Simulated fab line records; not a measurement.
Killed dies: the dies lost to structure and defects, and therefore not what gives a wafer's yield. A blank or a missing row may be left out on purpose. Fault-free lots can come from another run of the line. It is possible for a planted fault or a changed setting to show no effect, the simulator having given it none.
2 desks looking at one fault + flow berkeley cmos170 + each desk holds nothing but its own numbers, with what lay behind them at the end

== AT THE TOOL OWNER'S DESK: implanter-04 ==
The tool's own readings at UCB170_PSD_IMPLANT_08: means of the sampled wafers that have a number, for each lot that ran on this tool. The brackets show how far a lot's mean lies from the usual mean; more than 4 standard deviations puts the lot out of limits, marked OUT.
Columns: A = dose ions cm2 at UCB170_PSD_IMPLANT_08, usual 3e+15; B = end station pressure torr at UCB170_PSD_IMPLANT_08, usual 1.26e-05 Torr; C = faraday current uA at UCB170_PSD_IMPLANT_08, usual 9265
| lot  | first seen here | A                       | B                   | C              |
|------|-----------------|-------------------------|---------------------|----------------|
| L658 | day 7 10:47     | 3e+15                   | 1.30e-05            | 9158           |
| L663 | day 8 02:16     | 3e+15                   | 1.29e-05            | 9237           |
| L661 | day 8 02:35     | 3e+15                   | 1.26e-05            | 9243           |
| L671 | day 9 20:53     | 2e+15 (-99 or more) OUT | 9.67e-06 (-4.8) OUT | 5768 (-19) OUT |
| L670 | day 9 21:01     | 2e+15 (-99 or more) OUT | 9.57e-06 (-5.0) OUT | 5782 (-19) OUT |
| L669 | day 10 03:37    | 2e+15 (-99 or more) OUT | 9.47e-06 (-5.1) OUT | 5731 (-20) OUT |
This desk's verdict: out of limits on L669, L670, L671, starting with L671 at day 9 20:53 (dose ions cm2 at UCB170_PSD_IMPLANT_08). L658, L663, L661: within limits.

== METROLOGY DESK ==
Means of the sampled wafers that have a number, per lot and without regard to the tool the lot ran on: this is what the gauges read. The brackets show how far a lot's mean lies from the usual mean; more than 4 standard deviations puts the lot out of limits, marked OUT.
Columns: A = PSD_TW at UCB170_PSD_TW_MEAS_10, usual 2332; B = PSD_RS at UCB170_SDANNEAL_RS_MEAS_02, usual 75.5 ohm/sq; C = V1_TEOS_THK at UCB170_V1_THK_MEAS_01, usual 1990 nm; D = V1_POLISHED_THK at UCB170_V1_THK_MEAS_04, usual 1000.3 nm
| lot  | first seen here | A              | B               | C    | D      |
|------|-----------------|----------------|-----------------|------|--------|
| L657 | day 7 10:52     | 2329           | 75.6            | 2007 | 1000.2 |
| L658 | day 7 11:08     | 2323           | 75.6            | 1979 | 1001.7 |
| L655 | day 7 11:16     | 2324           | 75.7            | 1996 | 999.1  |
| L656 | day 7 11:34     | 2326           | 75.4            | 2006 | 999.6  |
| L663 | day 8 02:29     | 2311           | 75.4            | 1966 | 999.0  |
| L660 | day 8 02:41     | 2311           | 75.5            | 1995 | 999.2  |
| L661 | day 8 02:49     | 2343           | 75.3            | 1997 | 999.0  |
| L671 | day 9 21:07     | 2014 (-19) OUT | 103.2 (+77) OUT | 1999 | 1000.8 |
| L668 | day 9 21:11     | 2331           | 75.6            | 1961 | 1000.6 |
| L670 | day 9 21:16     | 2012 (-19) OUT | 104.0 (+79) OUT | 2014 | 1000.6 |
| L667 | day 10 03:45    | 2327           | 75.2            | 1996 | 1001.4 |
| L669 | day 10 03:52    | 2021 (-18) OUT | 105.6 (+84) OUT | 1995 | 1000.3 |
| L672 | day 10 04:02    | 2339           | 75.5            | 1998 | 1001.1 |
| L677 | day 11 05:11    | 2359           | 75.3            | 1980 | 1000.9 |
| L674 | day 11 05:54    | 2360           | 75.2            | 1995 | 1001.3 |
Per this desk, out of limits: L669, L670, L671; the first was L671, day 9 21:07 (PSD_TW at UCB170_PSD_TW_MEAS_10). L657, L658, L655, L656, L663, L660, L661, L668, L667, L672, L677, L674: within limits.

== BROUGHT TOGETHER ==
At day 9 20:53, on L669, L670, L671, the tool owner's desk was in a position to raise an alarm.
An alarm was possible from the metrology desk at day 9 21:07, on L669, L670, L671.
Every lot named ran UCB170_PSD_IMPLANT_08 on implanter-04.

== WHAT THE SIMULATOR HAD INSERTED ==
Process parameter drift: implanter-04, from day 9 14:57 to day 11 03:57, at UCB170_PSD_IMPLANT_08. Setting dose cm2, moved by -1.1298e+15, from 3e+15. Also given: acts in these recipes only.
Shown lots that were struck: L669, L670, L671.
Counting hours from when the fault started, the first reading out of limits came at 6 for the tool owner's desk and at 6 for the metrology desk.
